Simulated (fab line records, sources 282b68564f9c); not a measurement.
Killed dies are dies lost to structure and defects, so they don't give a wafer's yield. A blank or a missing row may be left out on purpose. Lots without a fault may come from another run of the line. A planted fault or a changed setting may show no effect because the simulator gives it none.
A struck lot beside a sound one | flow rit_cmos | 43 steps out of a route of 202
Sound: wafers L701.1, L701.4, L701.5. Struck: wafers L716.1, L716.2, L716.3. The cause comes at the end.
At each step with rows: each side's tool, then ch and its chambers, then its first start. Under that, the readings that differ: sound wafers | struck wafers | difference of the means | sigmas: that difference in standard deviations of wafers without a fault.
alike: readings whose means differ by less than 2 such deviations, and words and numbers that are the same on both sides. not compared: withheld readings, readings that some wafer has no value for, bounds like >300 that may hide the same value, and numbers for which the record gives no deviation and whose values overlap.
The two part at a step that has a row with sigmas, a row that says differs or no value, or rows on one side only. Numbers that don't overlap but have no deviation are shown without sigmas and don't part them. A reading that every wafer of one side lacks parts them only if that side has two wafers or more.

first, 4 steps without rows for these wafers: RIT_ACTIVE_SOFTBAKE_07 (time 60 s); RIT_ACTIVE_EXPOSE_08 (exposes mask M1, target cd 1400 nm); RIT_ACTIVE_PEB_09; RIT_ACTIVE_DEVELOP_10 (develop time 50 s).
RIT_ACTIVE_CD_MEAS_11: target cd 1400 nm.
  sound on cd_sem-02, day 1 20:06; struck on cd_sem-01, day 4 23:57
  alike: cd_nm
then, 1 step without rows for these wafers: RIT_ACTIVE_HARDBAKE_12 (time 60 s).
RIT_ACTIVE_ETCH_13: etches Si3N4 in SF6, stops on SiO2, time 210 s, target depth 210 nm.
  sound on rie_diel-02 ch 0,2,3, day 1 20:22; struck on rie_diel-04 ch 0,2,3, day 5 00:23
  reading               | sound             | struck            | difference | sigmas
  oes_product_au (a.u.) | 0.853 0.841 0.867 | 0.816 0.839 0.805 | -0.034     | -2
  alike: drypump_motor_current_A, throttle_valve_pct
  not compared: rf_hours_counter_h
RIT_ACTIVE_STRIP_14: strips in O2, time 180 s.
  sound on plasma_asher-02 ch 0,1, day 1 20:30; struck on plasma_asher-01 ch 0,1, day 5 00:31
  alike: drypump_motor_current_A
  not compared: rf_hours_counter_h
RIT_ACTIVE_CD_MEAS_90: target cd 1400 nm.
  sound on cd_sem-02, day 1 20:41; struck on cd_sem-01, day 5 00:41
  alike: cd_nm
then, 3 steps without rows for these wafers: RIT_ACTIVE_CLEAN_15 (cleans in SC1, time 600 s); RIT_ACTIVE_CLEAN_16 (cleans in dHF, time 30 s); RIT_ACTIVE_CLEAN_17 (cleans in SC2, time 600 s).
RIT_FOX1_OXIDATION_00: target thk 350.7 nm, ox time 1130 s.
  sound on furnace-04 ch 0, day 1 23:15; struck on furnace-04 ch 0, day 5 01:18
  alike: zone_power_centre_pct, zone_power_source_pct
RIT_FOX1_THK_MEAS_01:
  sound on film_metro-04, day 2 00:34; struck on film_metro-04, day 5 02:37
  alike: FOX1_OXIDE_THK
then, 2 steps without rows for these wafers: RIT_FOX1_WET_ETCH_02 (etches SiO2 in BOE, target depth 350 nm, time 390 s); RIT_FOX2_OXIDATION_00 (target thk 350.7 nm, ox time 1130 s).
RIT_FOX2_THK_MEAS_01:
  sound on film_metro-03, day 2 02:28; struck on film_metro-02, day 5 05:07
  reading             | sound       | struck      | difference | sigmas
  FOX2_OXIDE_THK (nm) | 354 357 353 | 340 340 346 | -13        | -2
then, 2 steps without rows for these wafers: RIT_FOX2_CLEAN_02 (cleans in dHF, time 180 s); RIT_FOX2_WET_ETCH_03 (etches Si3N4 in H3PO4, target depth 195 nm, time 2700 s).
RIT_FOX2_THK_MEAS_90:
  sound on film_metro-02, day 2 03:21; struck on film_metro-04, day 5 05:59
  reading                     | sound       | struck      | difference | sigmas
  FIELD_OXIDE_LEFT_1_THK (nm) | 327 330 325 | 312 312 318 | -13        | -2
then, 6 steps without rows for these wafers: RIT_NWELL_HMDS_00 (prime time 60 s); RIT_NWELL_COAT_01 (resist thk 1300 nm); RIT_NWELL_SOFTBAKE_02 (time 60 s); RIT_NWELL_EXPOSE_03 (exposes mask M2, target cd 43900 nm); RIT_NWELL_PEB_04; RIT_NWELL_DEVELOP_05 (develop time 68 s).
RIT_NWELL_OVL_MEAS_06:
  sound on overlay-01, day 2 04:28; struck on overlay-02, day 5 07:03
  alike: NWELL_OVL
then, 2 steps without rows for these wafers: RIT_NWELL_HARDBAKE_07 (time 120 s); RIT_NWELL_IMPLANT_08.
RIT_NWELL_STRIP_09: strips in O2, time 180 s.
  sound on plasma_asher-01 ch 0,1, day 2 04:54; struck on plasma_asher-04 ch 0,1, day 5 07:29
  alike: drypump_motor_current_A
  not compared: rf_hours_counter_h
RIT_NWELL_TW_MEAS_10:
  sound on film_metro-01, day 2 05:05; struck on film_metro-03, day 5 07:40
  alike: NWELL_TW
then, 6 steps without rows for these wafers: RIT_PWELL_HMDS_00 (prime time 60 s); RIT_PWELL_COAT_01 (resist thk 1300 nm); RIT_PWELL_SOFTBAKE_02 (time 60 s); RIT_PWELL_EXPOSE_03 (exposes mask M3, target cd 43700 nm); RIT_PWELL_PEB_04; RIT_PWELL_DEVELOP_05 (develop time 68 s).
RIT_PWELL_OVL_MEAS_06:
  sound on overlay-01, day 2 06:08; struck on overlay-01, day 5 08:36
  alike: PWELL_OVL
then, 2 steps without rows for these wafers: RIT_PWELL_HARDBAKE_07 (time 120 s); RIT_PWELL_IMPLANT_08.
RIT_PWELL_STRIP_09: strips in O2, time 180 s.
  sound on plasma_asher-03 ch 0,1, day 2 06:35; struck on plasma_asher-03 ch 0,1, day 5 09:02
  alike: drypump_motor_current_A
  not compared: rf_hours_counter_h
RIT_PWELL_TW_MEAS_10:
  sound on film_metro-04, day 2 06:45; struck on film_metro-01, day 5 09:13
  alike: PWELL_TW
RIT_M1_PROBE_99:
  sound on prober-02, day 3 23:41; struck on prober-01, day 6 22:41
  reading             | sound | struck                                                               | difference                   | sigmas
  hold                | - - - | await_dispo/2.6h/scrap await_dispo/2.6h/scrap await_dispo/2.6h/scrap | no value on the sound wafers |
  killed_at_front_end | 4 7 6 | 172 166 157                                                          | +159                         | +55
  killed_dies         | 4 7 6 | 172 166 157                                                          | +159                         | +55
  killed_on_rim       | 1 6 2 | 44 40 41                                                             | +39                          | +28
  alike: killed_at_contacts, killed_open, killed_short

WHERE THEY PART
First at RIT_ACTIVE_ETCH_13; last, within this record, at RIT_M1_PROBE_99.

WHY: what the simulator had put in
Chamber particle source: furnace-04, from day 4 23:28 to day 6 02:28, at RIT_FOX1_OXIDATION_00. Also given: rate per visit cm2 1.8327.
